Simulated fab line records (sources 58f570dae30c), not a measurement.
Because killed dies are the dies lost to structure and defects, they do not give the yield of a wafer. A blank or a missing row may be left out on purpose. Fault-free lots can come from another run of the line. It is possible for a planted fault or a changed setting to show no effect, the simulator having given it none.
A struck lot beside a sound one | flow berkeleyCmos170 | 17 steps out of a route of 331
Sound: these wafers, L926.2, L926.5, L926.6. Wafers L937.3, L937.5, L937.6 were the ones struck. At the end, the cause is stated.
At each step with rows: each side's tool, then ch and its chambers, then its first start. Under that, the readings that differ: sound wafers | struck wafers | difference of the means | sigmas: that difference in standard deviations of wafers without a fault.
alike: readings with means less than 2 such deviations apart, plus words and numbers identical on both sides. not compared: withheld readings, readings lacking a value on some wafer, bounds such as >300 that could conceal the same value, and numbers that have no deviation in the record and whose values overlap.
A row with sigmas, a row that says differs or no value, or rows on one side alone: a step with any of these is where the two part. Numbers that don't overlap but have no deviation are shown without sigmas and don't part them. A reading that every wafer of one side lacks parts them only if that side has two wafers or more.

UCB170_V2_CMP_02: polishes SiO2.
  sound on cmp-02 ch 2,3, day 8 18:02; struck on cmp-02 ch 1,2, day 11 06:58
  alike: motorCurrentA
UCB170_V2_BOW_MEAS_03:
  sound on filmMetro-01 at day 8 18:21; struck on filmMetro-02 at day 11 07:16
reading     | sound    | struck   | difference | sigmas
V2_BOW (um) | 41 49 44 | 30 31 23 | -17        | -3
UCB170_V2_THK_MEAS_04:
  sound on filmMetro-01 at day 8 18:28; struck on filmMetro-02 at day 11 07:22
  alike: V2_POLISHED_THK
then, 7 steps without rows for these wafers: UCB170_V2_CLEAN_05 (cleans in DIW); UCB170_V2_HMDS_06 (prime time 60 s); UCB170_V2_COAT_07 (resist thk 900 nm); UCB170_V2_SOFTBAKE_08 (time 60 s); UCB170_V2_EXPOSE_09 (exposes mask VIA2, target cd 700 nm); UCB170_V2_PEB_10; UCB170_V2_DEVELOP_11 (develop time 45 s).
UCB170_V2_CD_MEAS_12 targets a cd of 700 nm.
  sound on cdSem-02 at day 8 20:08; struck on cdSem-01 at day 11 08:46
  alike: cdNm
UCB170_V2_OVL_MEAS_13:
  sound on overlay-01 at day 8 20:14; struck on overlay-01 at day 11 08:51
  alike: V2_OVL
UCB170_V2_ETCH_14: etches SiO2 in CHF3/CF4/Ar, stops on Al, target depth 1250 nm, time 291 s.
  sound on rieDiel-02 ch 1,2,3, day 8 20:16; struck on rieDiel-02 ch 1,2,3, day 11 08:53
reading                            | sound             | struck            | difference | sigmas
rfFwdPowerW (W)                    | 698.6 700.6 697.8 | 420.8 418.8 420.9 | -278.8     | -99 or more
model.KrF_of_V2_COAT_07.thkNm (nm) | 604.1 605.9 616.7 | 669.5 670 675     | +62.6      | 
model.V2.featureDepthNm (nm)       | 1001 1000 999.8   | 985.7 984.8 959.7 | -23.5      | 
model.etch.depthNm (nm)            | 1001 1000 999.8   | 985.7 984.8 959.7 | -23.5      | 
  alike: drypumpMotorCurrentA, oesProductAu, throttleValvePct
  not compared: rfHoursCounterH
UCB170_V2_STRIP_15: strips in O2.
  sound on plasmaAsher-02 ch 0,1, day 8 20:27; struck on plasmaAsher-04 ch 0,1, day 11 09:05
reading                  | sound             | struck            | difference | sigmas
stripTimeToEndpointS (s) | 15.17 15.21 15.46 | 16.65 16.66 16.79 | +1.42      | +12
  alike: drypumpMotorCurrentA, oesProductAu
  not compared: rfHoursCounterH
UCB170_V2_CD_MEAS_90 targets a cd of 700 nm.
  sound on cdSem-01 at day 8 20:34; struck on cdSem-01 at day 11 09:12
reading   | sound             | struck            | difference | sigmas
cdNm (nm) | 700.3 698.5 699.7 | 694.1 692.4 694.8 | -5.7       | -4
then, 1 step without rows for these wafers: UCB170_M3_PRE_CLEAN_00 (preclean etch time 60 s).
UCB170_M3_PROBE_99:
  rows exist in the record for the struck wafers here (prober-02, day 11 12:31), but not for the sound ones

## WHERE THEY PART
At UCB170_V2_BOW_MEAS_03 first; at UCB170_M3_PROBE_99 last (within this record only).

WHY: the cause the simulator had injected
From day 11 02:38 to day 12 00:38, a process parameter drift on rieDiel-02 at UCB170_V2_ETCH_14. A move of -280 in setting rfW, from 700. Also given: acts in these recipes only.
